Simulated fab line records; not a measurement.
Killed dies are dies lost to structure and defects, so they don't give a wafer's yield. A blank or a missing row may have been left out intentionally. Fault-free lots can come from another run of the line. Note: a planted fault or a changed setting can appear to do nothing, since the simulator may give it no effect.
fab line records	flow rit-cmos
record lots=5	wafers=15	last-day=7
route steps=202 shown PSD@150 SDANNEAL@153 NSD@158 PLDD@159 NLDD@160 SILICIDE@161 M1@202
lots that met no fault: taken from a fault-free run of the same line
start-h: hours from the record's first day to the start of the lot's first wafer shown	wait-h: time in hours since the lot's previous step	" as in the row above	L1.1+2: a single row standing in for several wafers	- value missing, or start not given	* or withheld: withheld	< > ~ a bound
route shown NAME@n: names a module that has steps shown in the file, with the first one's number in the route	usual: mean/standard deviation of fault-free wafers	same: alike in all rows	chamber/n: place in a boat	sites: each site's reading	_std_site: the values' standard deviation	_edge_site: outer sites' mean less inner sites'	radius-mm: for every site, how far away it sits from the centre of the wafer	mask NAME#n: copy n	behind: the most recent tool/chamber to have shaped the wafer	hold: why the lot was held/for how many hours/how that ended	device: which transistor (n, p or np) failed to switch	end of line: tests run on the same wafers once the route is complete	a step without rows: its recipe alone	killed: at the first sort, the dies lost to defects and structure; wafer yield is something else	map: dies across one wafer; x = killed, . = not, _ = none there
set.NAME: the setting that was run; set.NAME@STEP: the one run at that earlier step	model.NAME: the simulator's own value behind a step, which no gauge read
a table for each step, a row for each wafer; lots at some steps of the route
services: when a tool's chamber went out of use (start-h, in hours from the record's first day, below 0 if earlier), for how many hours, and the reason
## steps
# step RIT_PSD_IMPLANT_08
# recipe species=BF2	energy-kev=27	dose-cm2=5e+15	tilt-deg=7
# step RIT_PSD_STRIP_09
# recipe chemistry=O2	time-s=180	resist=NOVOLAK	platen-temp-c=withheld	power-w=500	pressure-mtorr=4000	o2-flow-sccm=4000
# usual drypump-motor-current-A=5.7/0.3
lot.wafer	tool	chamber	start-h	wait-h	drypump-motor-current-A	rf-hours-counter-h
L236.3	plasma-asher-03	0	64.32	0.1	5.8	-
L236.5	"	1	"	"	5.4	-
L236.6	"	0	"	"	5.8	-
L237.4	plasma-asher-04	0	69.56	0.1	5.3	-
L237.5	"	0	"	"	5.3	-
L237.6	"	1	"	"	5.7	-
L246.2	plasma-asher-03	0	110.40	0.1	5.8	49
L246.3	"	0	"	"	5.8	-
L246.5	"	0	"	"	5.8	-
L255.1	plasma-asher-04	0	153.27	0.1	5.3	4
L255.2	"	1	"	"	5.7	4
L255.5	"	1	"	"	5.7	-
L257.1	plasma-asher-04	0	167.12	0.1	5.3	5
L257.2	"	1	"	"	5.7	5
L257.5	"	0	"	"	5.3	-
# step RIT_PSD_TW_MEAS_10
# usual PSD_TW=3448/18
lot.wafer	tool	chamber	start-h	wait-h	PSD_TW
L236.3	film-metro-02	-	64.46	0.1	3448
L236.5	"	-	"	"	3463
L236.6	"	-	"	"	3439
L237.4	film-metro-01	-	69.71	0.1	3402
L237.5	"	-	"	"	3420
L237.6	"	-	"	"	3440
L246.2	film-metro-02	-	110.58	0.1	3436
L246.3	"	-	"	"	3439
L246.5	"	-	"	"	3422
L255.1	film-metro-01	-	153.44	0.1	3461
L255.2	"	-	"	"	3447
L255.5	"	-	"	"	3464
L257.1	film-metro-02	-	167.31	0.1	3436
L257.2	"	-	"	"	3426
L257.5	"	-	"	"	3450
# step RIT_SDANNEAL_CLEAN_00
# recipe chemistry=SC1	mix=3:3:50	time-s=600	temp-c=75
# step RIT_SDANNEAL_CLEAN_01
# recipe chemistry=dHF	dilution=50:1	time-s=30
# step RIT_SDANNEAL_CLEAN_02
# recipe chemistry=SC2	mix=3:3:50	time-s=600	temp-c=75	dry=n2-spin
# step RIT_SDANNEAL_RTA_03
# recipe temp-c=1050	time-s=5	idle-temp-c=600	ramp-up-c-per-s=342	ramp-down-c-per-s=171	cool-to-c=600	ambient=N2
# usual wafer_temp_C_max=1053.5/1.2
lot.wafer	tool	chamber	start-h	wait-h	wafer_temp_C_max
L236.3	rtp-anneal-02	0	65.06	0.0	1053.6
L236.5	"	0	"	"	1053.6
L236.6	"	0	"	"	1055.8
L237.4	rtp-anneal-01	0	70.16	0.0	1055.7
L237.5	"	0	"	"	1054.2
L237.6	"	0	"	"	1051.5
L246.2	rtp-anneal-02	0	111.01	0.0	1053.3
L246.3	"	0	"	"	1054.8
L246.5	"	0	"	"	1053.4
L255.1	rtp-anneal-01	0	153.90	0.0	1054.7
L255.2	"	0	"	"	1051.3
L255.5	"	0	"	"	1053.1
L257.1	rtp-anneal-01	0	167.73	0.0	1052.4
L257.2	"	0	"	"	1052.9
L257.5	"	0	"	"	1053.4
# step RIT_SDANNEAL_RS_MEAS_04
# recipe thk-meas-gauge=four-point-probe
# usual PSD_RS=115.93/0.28
lot.wafer	tool	chamber	start-h	wait-h	PSD_RS[ohm/sq]
L236.3	film-metro-01	-	65.14	0.1	115.99
L236.5	"	-	"	"	115.81
L236.6	"	-	"	"	115.88
L237.4	film-metro-01	-	70.25	0.1	116.06
L237.5	"	-	"	"	116.23
L237.6	"	-	"	"	116.40
L246.2	film-metro-01	-	111.08	0.1	116.14
L246.3	"	-	"	"	116.20
L246.5	"	-	"	"	115.97
L255.1	film-metro-02	-	153.96	0.0	115.80
L255.2	"	-	"	"	115.65
L255.5	"	-	"	"	116.01
L257.1	film-metro-02	-	167.79	0.0	116.36
L257.2	"	-	"	"	116.42
L257.5	"	-	"	"	116.36
# step RIT_SDANNEAL_RS_MEAS_05
# recipe thk-meas-gauge=four-point-probe
# usual NSD_RS=84.49/0.27
lot.wafer	tool	chamber	start-h	wait-h	NSD_RS[ohm/sq]
L236.3	film-metro-01	-	65.26	0.1	84.36
L236.5	"	-	"	"	84.26
L236.6	"	-	"	"	84.16
L237.4	film-metro-01	-	70.37	0.1	84.62
L237.5	"	-	"	"	84.94
L237.6	"	-	"	"	84.84
L246.2	film-metro-01	-	111.20	0.1	84.29
L246.3	"	-	"	"	84.29
L246.5	"	-	"	"	84.43
L255.1	film-metro-02	-	154.08	0.1	84.71
L255.2	"	-	"	"	84.34
L255.5	"	-	"	"	84.33
L257.1	film-metro-02	-	167.91	0.1	84.80
L257.2	"	-	"	"	84.43
L257.5	"	-	"	"	84.18
# step RIT_SDANNEAL_RS_MEAS_06
# recipe thk-meas-gauge=four-point-probe
# usual PLDD_RS=178.6/0.39
lot.wafer	tool	chamber	start-h	wait-h	PLDD_RS[ohm/sq]
L236.3	film-metro-01	-	65.38	0.1	177.9
L236.5	"	-	"	"	178.7
L236.6	"	-	"	"	178.2
L237.4	film-metro-01	-	70.49	0.1	178.9
L237.5	"	-	"	"	179.3
L237.6	"	-	"	"	179.0
L246.2	film-metro-01	-	111.32	0.1	178.9
L246.3	"	-	"	"	178.4
L246.5	"	-	"	"	178.2
L255.1	film-metro-02	-	154.20	0.1	178.8
L255.2	"	-	"	"	178.7
L255.5	"	-	"	"	178.9
L257.1	film-metro-02	-	168.03	0.1	178.6
L257.2	"	-	"	"	178.5
L257.5	"	-	"	"	179.1
# step RIT_SDANNEAL_RS_MEAS_07
# recipe thk-meas-gauge=four-point-probe
# usual NLDD_RS=151.6/0.57
lot.wafer	tool	chamber	start-h	wait-h	NLDD_RS[ohm/sq]
L236.3	film-metro-01	-	65.50	0.1	151.8
L236.5	"	-	"	"	152.6
L236.6	"	-	"	"	152.5
L237.4	film-metro-01	-	70.61	0.1	152.0
L237.5	"	-	"	"	151.3
L237.6	"	-	"	"	151.8
L246.2	film-metro-01	-	111.44	0.1	150.4
L246.3	"	-	"	"	150.4
L246.5	"	-	"	"	150.5
L255.1	film-metro-02	-	154.32	0.1	151.3
L255.2	"	-	"	"	151.5
L255.5	"	-	"	"	152.0
L257.1	film-metro-02	-	168.15	0.1	152.1
L257.2	"	-	"	"	151.8
L257.5	"	-	"	"	151.9
# step RIT_SILICIDE_WET_ETCH_00
# recipe chemistry=BOE	target=SiO2	target-depth-nm=14	time-s=15	dry=n2-spin	dilution=10:1	temp-c=21.5
# step RIT_SILICIDE_SPUTTER_01
# recipe material=Ti	target-thk-nm=30	power-w=350	chamber-pressure-pa=0.667	gas=Ar	time-s=240	substrate-temp-c=25
# usual throttle-valve-pct=29.7/0.82
lot.wafer	tool	chamber	start-h	wait-h	throttle-valve-pct	model.Ti_of_SILICIDE_SPUTTER_01.thk-nm
L236.3	pvd-sputter-03	-	65.59	0.0	29.0	30.18
L236.5	"	-	"	"	30.0	30.24
L236.6	"	-	"	"	29.8	30.28
L237.4	pvd-sputter-01	-	70.70	0.0	30.4	29.96
L237.5	"	-	"	"	30.1	29.94
L237.6	"	-	"	"	30.3	29.65
L246.2	pvd-sputter-03	-	111.55	0.0	29.5	30.34
L246.3	"	-	"	"	29.9	23.04
L246.5	"	-	"	"	29.5	30.28
L255.1	pvd-sputter-02	-	154.45	0.0	29.9	29.53
L255.2	"	-	"	"	30.8	29.66
L255.5	"	-	"	"	30.8	29.48
L257.1	pvd-sputter-02	-	168.28	0.0	30.3	30.23
L257.2	"	-	"	"	28.5	29.72
L257.5	"	-	"	"	30.8	30.04
# step RIT_SILICIDE_RS_MEAS_02
# recipe thk-meas-gauge=four-point-probe	reads=Ti_of_SILICIDE_SPUTTER_01
# usual SILICIDE_TI_RS=47.8/0.6
lot.wafer	tool	chamber	start-h	wait-h	SILICIDE_TI_RS[ohm/sq]
L236.3	film-metro-04	-	65.78	0.1	47.5
L236.5	"	-	"	"	47.5
L236.6	"	-	"	"	47.3
L237.4	film-metro-04	-	70.91	0.1	48.0
L237.5	"	-	"	"	48.0
L237.6	"	-	"	"	48.6
L246.2	film-metro-04	-	111.72	0.1	47.3
L246.3	"	-	"	"	66.9
L246.5	"	-	"	"	47.4
L255.1	film-metro-01	-	154.60	0.1	48.8
L255.2	"	-	"	"	48.6
L255.5	"	-	"	"	48.9
L257.1	film-metro-01	-	168.43	0.1	47.4
L257.2	"	-	"	"	48.5
L257.5	"	-	"	"	47.8
# step RIT_SILICIDE_THK_MEAS_03
# recipe thk-meas-gauge=xrf	reads=Ti_of_SILICIDE_SPUTTER_01
# usual SILICIDE_TI_THK=30.6/0.38
lot.wafer	tool	chamber	start-h	wait-h	SILICIDE_TI_THK[nm]
L236.3	film-metro-04	-	65.88	0.1	30.7
L236.5	"	-	"	"	30.7
L236.6	"	-	"	"	30.8
L237.4	film-metro-04	-	71.00	0.1	30.3
L237.5	"	-	"	"	30.3
L237.6	"	-	"	"	30.1
L246.2	film-metro-04	-	111.83	0.1	30.5
L246.3	"	-	"	"	23.2
L246.5	"	-	"	"	30.4
L255.1	film-metro-01	-	154.72	0.1	30.6
L255.2	"	-	"	"	30.7
L255.5	"	-	"	"	30.4
L257.1	film-metro-01	-	168.55	0.1	31.0
L257.2	"	-	"	"	30.4
L257.5	"	-	"	"	30.8
# step RIT_SILICIDE_RTA_04
# recipe temp-c=650	time-s=10	idle-temp-c=25	ramp-up-s=5	ramp-down-s=5	cool-to-c=25	ambient=N2
# usual wafer_temp_C_max=652.5/0.54
lot.wafer	tool	chamber	start-h	wait-h	wafer_temp_C_max
L236.3	rtp-anneal-01	0	65.94	0.1	652.4
L236.5	"	0	"	"	653.1
L236.6	"	0	"	"	651.7
L237.4	rtp-anneal-02	0	71.06	0.1	653.7
L237.5	"	0	"	"	652.4
L237.6	"	0	"	"	652.3
L246.2	rtp-anneal-01	0	111.89	0.1	652.5
L246.3	"	0	"	"	652.5
L246.5	"	0	"	"	652.8
L255.1	rtp-anneal-02	0	154.78	0.1	653.3
L255.2	"	0	"	"	652.8
L255.5	"	0	"	"	651.7
L257.1	rtp-anneal-02	0	168.61	0.1	652.3
L257.2	"	0	"	"	653.1
L257.5	"	0	"	"	652.2
# step RIT_M1_PROBE_99
# usual killed_at_M0_to_M3=0.0/0.14	killed-at-front-end=7/3.1	killed-dies=7/3.1	killed-open=3.3/2	killed-short=3.5/1.9
# same gross-dies=264	killed_at_M4_up=0	killed-at-back-side=0	killed-at-contacts=0	killed-at-other=0
lot.wafer	tool	chamber	start-h	wait-h	killed_at_M0_to_M3	killed-at-front-end	killed-dies	killed-open	killed-short	model.etest.npoly-line.line-ohm-um	model.etest.ppoly-line.line-ohm-um	model.etest.contact-nplus.end-ohm-um	model.etest.contact-pplus.end-ohm-um	model.etest.ppoly-line.width-nm	model.etest.npoly-line.width-nm	model.etest.npoly-line.rs-ohm-sq	model.etest.ppoly-line.rs-ohm-sq
L236.3	prober-01	-	72.49	0.2	0	3	3	2	1	173.5	168	41.15	44.3	98.45	97.88	16.97	16.51
L236.5	prober-01	-	72.59	0.2	0	3	3	2	1	172.6	163.4	42.23	45.15	100.3	100.1	16.95	16.31
L236.6	prober-01	-	72.64	0.2	0	12	12	8	4	168.1	163.4	40.54	44.41	99.6	98.53	16.85	16.27
L237.4	prober-02	-	77.59	0.2	0	8	8	1	7	163.1	159.5	41.94	46.55	105.1	103.7	16.99	16.63
L237.5	prober-02	-	77.64	0.2	0	13	13	3	10	164.8	159.7	42.79	47.66	103.3	102.6	17.07	16.53
L237.6	prober-02	-	77.69	0.2	0	3	3	2	1	174.8	167.9	41.55	45.97	99.6	98.82	17.27	16.7
L246.2	prober-01	-	118.58	0.1	0	5	5	3	2	163.2	158.6	42.51	44.26	103.1	102.3	16.83	16.37
L246.3	prober-01	-	118.63	0.2	0	8	8	3	4	194.9	185.7	34.62	36.68	108.2	107	20.96	20.11
L246.5	prober-01	-	118.73	0.2	0	5	5	1	4	163.2	156.6	41.84	44.45	104	102.8	16.93	16.29
L255.1	prober-02	-	161.54	0.1	0	8	8	2	6	160.9	157.2	41.9	42.81	105.3	104.7	17.07	16.44
L255.2	prober-02	-	161.59	0.1	0	4	4	1	3	162.5	158.2	41.68	43.74	105.3	105	17	16.64
L255.5	prober-02	-	161.74	0.2	1	2	3	1	2	162.1	156.1	41.2	43.63	106	105.1	17.15	16.76
L257.1	prober-02	-	175.24	0.1	0	14	14	10	4	173.6	163.8	42.69	42.62	101.6	100.8	17.07	16.55
L257.2	prober-02	-	175.29	0.1	0	6	6	2	4	173.3	164.5	42.39	42.84	101	100	17.06	16.57
L257.5	prober-02	-	175.44	0.2	0	9	9	4	5	167.8	163.6	42.07	42.42	101	100.2	16.98	16.6
# killed by level:class
L236.3 FOX1:geometric-particle:open=1 FOX2:geometric-particle:short=1 GATE:geometric-particle:open=1
L236.5 FOX1:geometric-particle:open=1 FOX1:geometric-particle:short=1 REOX:geometric-particle:open=1
L236.6 FOX1:geometric-particle:open=3 GATE:geometric-particle:open=2 GATE:geometric-particle:short=2 FOX2:geometric-particle:open=1 FOX2:geometric-particle:short=1 REOX:geometric-particle:open=1 SILICIDE:geometric-particle:short=1 SILICIDE:geometric-particle:open=1
L237.4 GATE:geometric-particle:short=3 FOX1:geometric-particle:short=1 FOX1:geometric-particle:open=1 FOX2:geometric-particle:short=1 REOX:geometric-particle:short=1 SPACER:geometric-particle:short=1
L237.5 GATE:geometric-particle:short=4 GATE:geometric-particle:open=2 SPACER:geometric-particle:short=2 ACTIVE:geometric-particle:short=1 FOX2:geometric-particle:short=1 REOX:geometric-particle:short=1 SILICIDE:geometric-particle:open=1 SILICIDE:geometric-particle:short=1
L237.6 GATE:geometric-particle:short=1 GATE:geometric-particle:open=1 SPACER:geometric-particle:open=1
L246.2 SILICIDE:geometric-particle:open=2 FOX1:geometric-particle:short=1 FOX1:geometric-particle:open=1 FOX2:geometric-particle:short=1
L246.3 FOX2:geometric-particle:short=2 SILICIDE:geometric-particle:open=2 FOX1:geometric-particle:open=1 FOX1:geometric-particle:short=1 GATE:geometric-particle:short=1 NWELL:coat-microbubble-printed=1
L246.5 FOX1:geometric-particle:short=2 REOX:geometric-particle:open=1 REOX:geometric-particle:short=1 SPACER:geometric-particle:short=1
L255.1 GATE:geometric-particle:short=2 FOX1:geometric-particle:short=1 GATE:geometric-particle:open=1 REOX:geometric-particle:open=1 REOX:geometric-particle:short=1 SPACER:geometric-particle:short=1 SILICIDE:geometric-particle:short=1
L255.2 GATE:geometric-particle:short=1 REOX:geometric-particle:short=1 SPACER:geometric-particle:short=1 SPACER:geometric-particle:open=1
L255.5 FOX2:geometric-particle:open=1 GATE:geometric-particle:short=1 M1:geometric-particle:short=1
L257.1 GATE:geometric-particle:open=6 SILICIDE:geometric-particle:open=3 FOX1:geometric-particle:short=1 GATE:geometric-particle:short=1 SPACER:geometric-particle:short=1 SPACER:geometric-particle:open=1 SILICIDE:geometric-particle:short=1
L257.2 GATE:geometric-particle:short=2 GATE:geometric-particle:open=1 SPACER:geometric-particle:open=1 SPACER:geometric-particle:short=1 SILICIDE:geometric-particle:short=1
L257.5 GATE:geometric-particle:short=4 REOX:geometric-particle:open=2 FOX1:geometric-particle:short=1 FOX1:geometric-particle:open=1 SILICIDE:geometric-particle:open=1
## services
tool	chamber	start-h	hours	kind
plasma-asher-04	-	62.61	0.7	repair
plasma-asher-04	-	91.79	1.4	repair
plasma-asher-04	-	99.32	2.8	repair
plasma-asher-04	-	108.75	9.0	pm
plasma-asher-04	0	108.75	9.0	vent-cycle
plasma-asher-04	1	108.75	9.0	vent-cycle
pvd-sputter-03	-	115.48	9.1	repair
plasma-asher-04	0	117.75	-	clean
plasma-asher-04	1	117.75	-	clean
plasma-asher-03	-	141.43	21.0	repair
plasma-asher-04	-	167.71	2.4	repair
## key
first-sign step=RIT_SILICIDE_RS_MEAS_02	reading=SILICIDE_TI_RS	direction=up	sigmas=32	usual=47.8	struck=66.9
effect step=RIT_SILICIDE_THK_MEAS_03	reading=SILICIDE_TI_THK	direction=down	sigmas=20	usual=30.6	struck=23.2
model-effect step=RIT_SILICIDE_SPUTTER_01	value=Ti_of_SILICIDE_SPUTTER_01.thk-nm	without=30.23	struck=23.04
model-effect step=RIT_M1_PROBE_99	value=etest.npoly-line.line-ohm-um	without=165.8	struck=194.9
met-at RIT_SILICIDE_SPUTTER_01
struck-wafers L246.3
tester-left-out L246
onset-between 65.59 111.55
fault kind=process-parameter-drift	tool=pvd-sputter-03	chamber=-	onset-h=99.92	steps=RIT_SILICIDE_SPUTTER_01	channel=target-thk-nm	offset=-7.1932	shape=step	end-h=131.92	stated=30	scope=struck-wafers-only
# tester-left-out: of these lots the tester's yield and bins aren't shown, on N5 and GAA mostly nor the transistor test; their killed dies are dies lost to structure and defects alone, not to doping, threshold or leakage, so they don't give the yield
